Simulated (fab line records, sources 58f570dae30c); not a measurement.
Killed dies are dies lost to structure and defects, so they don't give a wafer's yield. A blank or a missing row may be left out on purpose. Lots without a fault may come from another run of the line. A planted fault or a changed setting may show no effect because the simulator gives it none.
Which tool did it? | flow berkeley_cmos170 | 14 lots, 42 wafers sampled, at 4 steps of a route of 331

WHAT THE GAUGES READ, wafer by wafer
UCB170_NSD_CD_MEAS_06: target cd 1200 nm. Usual: cd_nm 1200.1 nm, standard deviation 1.7.
lot  | measured     | on        | cd_nm (nm)           | flag
L869 | day 5 22:08  | cd_sem-02 | 1200.3 1198.8 1200.4 |
L871 | day 7 02:23  | cd_sem-01 | 1200.1 1199.8 1201.0 |
L873 | day 7 07:22  | cd_sem-02 | 1200.4 1200.2 1201.4 |
L870 | day 7 10:16  | cd_sem-02 | 1199.7 1198.6 1199.2 |
L875 | day 7 21:21  | cd_sem-02 | 1201.6 1202.4 1203.1 |
L880 | day 9 06:29  | cd_sem-01 | 1202.3 1201.7 1201.6 |
L883 | day 9 17:35  | cd_sem-01 | 1203.1 1202.7 1202.9 |
L881 | day 9 18:09  | cd_sem-02 | 1200.2 1199.7 1198.9 |
L884 | day 9 18:26  | cd_sem-01 | 1199.1 1200.0 1200.5 |
L886 | day 10 06:11 | cd_sem-02 | 1197.9 1198.2 1197.1 |
L887 | day 10 16:33 | cd_sem-02 | 1199.8 1201.1 1202.1 |
L892 | day 11 03:24 | cd_sem-01 | 1202.2 1200.3 1202.1 |
L889 | day 11 03:49 | cd_sem-01 | 1197.9 1196.1 1196.9 |
L891 | day 11 04:05 | cd_sem-01 | 1201.0 1201.3 1202.0 |

UCB170_CONTACT_OVL_MEAS_16. Usual: CONTACT_OVL -1 nm, standard deviation 5.9.
lot  | measured     | on         | CONTACT_OVL (nm) | flag
L869 | day 6 05:02  | overlay-01 | 3 3 8            |
L871 | day 7 10:15  | overlay-02 | 3 6 6            |
L873 | day 7 14:29  | overlay-02 | -16 -14 -11      |
L870 | day 7 20:00  | overlay-02 | -2 -1 -1         |
L875 | day 8 04:59  | overlay-01 | 1 -3 -4          |
L883 | day 10 02:57 | overlay-02 | -12 -2 -10       |
L884 | day 10 03:52 | overlay-01 | -8 -7 -5         |
L886 | day 10 13:20 | overlay-02 | 3 -2 0           |
L887 | day 11 00:29 | overlay-01 | 3 3 -3           |
L892 | day 11 09:52 | overlay-01 | -9 -9 -1         |
L889 | day 11 13:55 | overlay-01 | 2 4 0            |
L891 | day 11 11:55 | overlay-02 | -8 -5 3          |

WHICH TOOL RAN EACH LOT (tool, then ch and the chambers of the sampled wafers, then the start)
lot  | UCB170_SDANNEAL_RTA_01           | UCB170_SILICIDE_RTA_04
L869 | rtp_anneal-01 ch 0, day 5 23:38  | rtp_anneal-02 ch 0, day 6 00:28
L871 | rtp_anneal-02 ch 0, day 7 05:34  | rtp_anneal-01 ch 0, day 7 06:23
L873 | rtp_anneal-01 ch 0, day 7 08:48  | rtp_anneal-02 ch 0, day 7 09:37
L870 | rtp_anneal-01 ch 0, day 7 11:43  | rtp_anneal-02 ch 0, day 7 12:32
L875 | rtp_anneal-02 ch 0, day 7 22:52  | rtp_anneal-01 ch 0, day 7 23:41
L880 | rtp_anneal-01 ch 0, day 9 08:03  | rtp_anneal-02, day 9 08:52
L883 | rtp_anneal-01 ch 0, day 9 19:32  | rtp_anneal-01 ch 0, day 9 20:24
L881 | rtp_anneal-02 ch 0, day 9 19:50  | rtp_anneal-01, day 9 20:40
L884 | rtp_anneal-01 ch 0, day 9 20:14  | rtp_anneal-02 ch 0, day 9 21:03
L886 | rtp_anneal-02 ch 0, day 10 07:37 | rtp_anneal-02 ch 0, day 10 08:25
L887 | rtp_anneal-01 ch 0, day 10 18:43 | rtp_anneal-01 ch 0, day 10 19:32
L892 | rtp_anneal-02 ch 0, day 11 05:11 | rtp_anneal-01 ch 0, day 11 06:01
L889 | rtp_anneal-01 ch 0, day 11 07:08 | rtp_anneal-02 ch 0, day 11 08:19
L891 | rtp_anneal-02 ch 0, day 11 07:00 | rtp_anneal-01 ch 0, day 11 07:49
- UCB170_SDANNEAL_RTA_01: time 5 s.
- UCB170_SILICIDE_RTA_04: time 15 s.

WHAT THE TOOLS THEMSELVES READ (means of the sampled wafers that have a number; where no wafer has one, the mark that the record gives instead)
UCB170_SDANNEAL_RTA_01. Usual: anneal_temp_c_max 1055.8, standard deviation 1.3; chamber_o2_ppm 2.000, standard deviation 0.021; lamp_power_pct 39.3 %, standard deviation 0.75; wafer_temp_C_max 1055.1, standard deviation 1.4.
lot  | tool          | anneal_temp_c_max | chamber_o2_ppm | lamp_power_pct (%) | wafer_temp_C_max | flag
L869 | rtp_anneal-01 | 1055.4            | 2.020          | 40.2               | 1057.2           |
L871 | rtp_anneal-02 | 1056.9            | 1.978          | 38.7               | 1055.0           |
L873 | rtp_anneal-01 | 1054.0            | 1.999          | 40.2               | 1057.5           |
L870 | rtp_anneal-01 | 1054.2            | 2.007          | 40.2               | 1056.5           |
L875 | rtp_anneal-02 | 1056.3            | 1.989          | 38.7               | 1054.1           |
L880 | rtp_anneal-01 | 1054.3            | 2.017          | 40.2               | 1055.5           |
L883 | rtp_anneal-01 | 1054.9            | 2.014          | 40.2               | 1056.4           |
L881 | rtp_anneal-02 | 1056.3            | 1.957          | 38.7               | 1055.0           |
L884 | rtp_anneal-01 | 1054.5            | 1.986          | 40.2               | 1056.2           |
L886 | rtp_anneal-02 | 1056.4            | 1.968          | 38.7               | 1054.9           |
L887 | rtp_anneal-01 | 1055.2            | 2.029          | 40.2               | 1056.7           |
L892 | rtp_anneal-02 | 1057.7            | 2.010          | 38.7               | 1053.1           |
L889 | rtp_anneal-01 | 1054.7            | 2.018          | 40.2               | 1056.6           |
L891 | rtp_anneal-02 | 1056.9            | 2.011          | 38.7               | 1053.8           |

UCB170_SILICIDE_RTA_04. Usual: anneal_temp_c_max 653.2, standard deviation 0.87; chamber_o2_ppm 1.999, standard deviation 0.023; lamp_power_pct 10.99 %, standard deviation 0.21; wafer_temp_C_max 653.4, standard deviation 0.9.
lot  | tool          | anneal_temp_c_max | chamber_o2_ppm | lamp_power_pct (%) | wafer_temp_C_max | flag
L869 | rtp_anneal-02 | 654.2             | 2.019          | 10.75              | 652.3            |
L871 | rtp_anneal-01 | 652.2             | 2.008          | 11.16              | 653.8            |
L873 | rtp_anneal-02 | 653.9             | 1.974          | 10.74              | 653.1            |
L870 | rtp_anneal-02 | 654.5             | 2.002          | 10.74              | 652.4            |
L875 | rtp_anneal-01 | 653.3             | 1.998          | 11.16              | 653.5            |
L880 | rtp_anneal-02 | -                 | -              | -                  | -                | OFF
L883 | rtp_anneal-01 | 652.4             | 1.991          | 11.16              | 654.3            |
L881 | rtp_anneal-01 | -                 | -              | -                  | -                | OFF
L884 | rtp_anneal-02 | 654.2             | 1.995          | 10.75              | 652.3            |
L886 | rtp_anneal-02 | 653.4             | 2.039          | 10.75              | 651.5            |
L887 | rtp_anneal-01 | 652.7             | 1.967          | 11.17              | 653.6            |
L892 | rtp_anneal-01 | 653.1             | 1.970          | 11.17              | 654.0            |
L889 | rtp_anneal-02 | 653.7             | 2.011          | 10.74              | 652.2            |
L891 | rtp_anneal-01 | 652.7             | 1.996          | 11.17              | 654.0            |

THE ANSWER, worked out from the rows above alone
Rule: a lot is off if the mean of its wafers that have a number lies more than 3 standard deviations from the usual mean. A lot without any number at a reading at which 4 lots or more have one is off too. The other lots that the step has rows for count as sound. The gauges are gone through in route order, then the tools' own readings, and for those a lot's mean is taken as printed above. The first step at which some lot is off is used, and at that step the reading that is off furthest; a lot without a number counts as furthest.
Off: L880, L881, at UCB170_SILICIDE_RTA_04 (anneal_temp_c_max). Without a number there: L880, L881.
A tool fits if, at that step or a process step before it, it ran every lot that is off, and no sound lot after the first of them. None of those tried fits.

WHAT THE SIMULATOR HAD PUT IN
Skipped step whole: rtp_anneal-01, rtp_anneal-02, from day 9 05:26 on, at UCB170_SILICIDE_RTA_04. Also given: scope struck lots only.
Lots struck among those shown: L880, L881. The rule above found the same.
